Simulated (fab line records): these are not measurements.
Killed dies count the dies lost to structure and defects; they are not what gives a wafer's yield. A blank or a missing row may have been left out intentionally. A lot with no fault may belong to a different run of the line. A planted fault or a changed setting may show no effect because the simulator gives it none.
A lot that was struck, set against a sound lot || flow rit_cmos || 15 steps out of a route of 202
Sound: wafers L818.1, L818.2, L818.3. Struck: wafers L816.1, L816.2, L816.5. The cause comes at the end.
For every step that has rows: the tool of each side, followed by ch and its chambers, followed by its first start. Under that, the readings that differ: sound wafers || struck wafers || difference of the means || sigmas: that difference in standard deviations of wafers without a fault.
alike: a reading whose means differ by less than 2 such deviations, as well as words and numbers matching on both sides. not compared: withheld readings; readings where some wafer has no value; bounds like >300 that might hide an equal value; numbers whose values overlap and for which the record gives no deviation.
A row with sigmas, a row that says differs or no value, or rows on one side alone: a step with any of these is where the two part. Numbers that have no deviation but don't overlap get no sigmas and don't part them. A reading missing from all wafers of one side parts the sides only when that side holds two or more wafers.

RIT_CONTACT_CVD_00: deposits SiO2 from TEOS, target thk 400 nm, time 61 s.
  sound on pecvd-03 ch 1,2, day 7 17:01; struck on pecvd-01 ch 0,1,2, day 7 08:13
  alike: heater_power_w
RIT_CONTACT_THK_MEAS_01:
  sound on film_metro-04 at day 7 17:06; struck on film_metro-04 at day 7 08:16
  alike: CONTACT_TEOS_THK
then, 6 steps without rows for these wafers: RIT_CONTACT_HMDS_02 (prime time 60 s); RIT_CONTACT_COAT_03 (resist thk 1000 nm); RIT_CONTACT_SOFTBAKE_04 (time 60 s); RIT_CONTACT_EXPOSE_05 (exposes mask M11, target cd 1000 nm); RIT_CONTACT_PEB_06; RIT_CONTACT_DEVELOP_07 (develop time 120 s).
RIT_CONTACT_CD_MEAS_08: the cd target is 1000 nm.
  sound on cd_sem-02 at day 7 18:11; struck on cd_sem-01 at day 7 09:37
  alike: cd_nm
RIT_CONTACT_OVL_MEAS_09:
  sound on overlay-02 at day 7 18:19; struck on overlay-01 at day 7 09:44
  alike: CONTACT_OVL
then, 1 step without rows for these wafers: RIT_CONTACT_HARDBAKE_10 (time 60 s).
RIT_CONTACT_ETCH_11: etches SiO2 in CHF3/CF4/Ar, stops on TiSi2, target depth 480 nm, time 320 s.
  sound on rie_diel-03 ch 0,1,3, day 7 18:29; struck on rie_diel-01 ch 0,2,3, day 7 09:55
  alike: drypump_motor_current_A, oes_product_au, throttle_valve_pct
  not compared: rf_hours_counter_h
RIT_CONTACT_STRIP_12: strips in O2, time 180 s.
  sound on plasma_asher-02 ch 0,1, day 7 18:41; struck on plasma_asher-04 ch 0,1, day 7 10:07
  no value came back on the struck wafers for chamber_pressure_mTorr (mTorr), drypump_motor_current_A (A); on the sound wafers chamber_pressure_mTorr (mTorr) reads 3996 3999 3995
{"reading": "model.NOVOLAK_of_CONTACT_COAT_03.thk_nm (nm)", "sound": "0 0 0", "struck": "764 767.5 765.6", "difference": "+766", "sigmas": ""}
  not compared: rf_hours_counter_h
RIT_CONTACT_CD_MEAS_90: the cd target is 1000 nm.
  sound on cd_sem-01 at day 7 18:52; struck on cd_sem-01 at day 7 10:17
  alike: cd_nm
RIT_M1_PROBE_99:
  sound on prober-01 at day 7 23:20; struck on prober-01 at day 7 14:53
{"reading": "hold", "sound": "- - -", "struck": "await_dispo/2.4h/scrap await_dispo/2.4h/scrap await_dispo/2.4h/scrap", "difference": "no value on the sound wafers", "sigmas": ""}
{"reading": "killed_at_M0_to_M3", "sound": "0 0 0", "struck": "258 253 258", "difference": "+256", "sigmas": "+99 or more"}
{"reading": "killed_dies", "sound": "13 3 10", "struck": "264 264 264", "difference": "+255", "sigmas": "+80"}
{"reading": "killed_on_rim", "sound": "5 1 2", "struck": "70 70 70", "difference": "+67", "sigmas": "+45"}
  alike: killed_at_contacts, killed_at_front_end, killed_open, killed_short

## WHERE THEY PART
Last at RIT_M1_PROBE_99 as far as this record goes, first at RIT_CONTACT_STRIP_12.

WHY: whatever the simulator had introduced
Step skipped in full: plasma_asher-04, at RIT_CONTACT_STRIP_12, from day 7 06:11 onward. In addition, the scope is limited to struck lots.
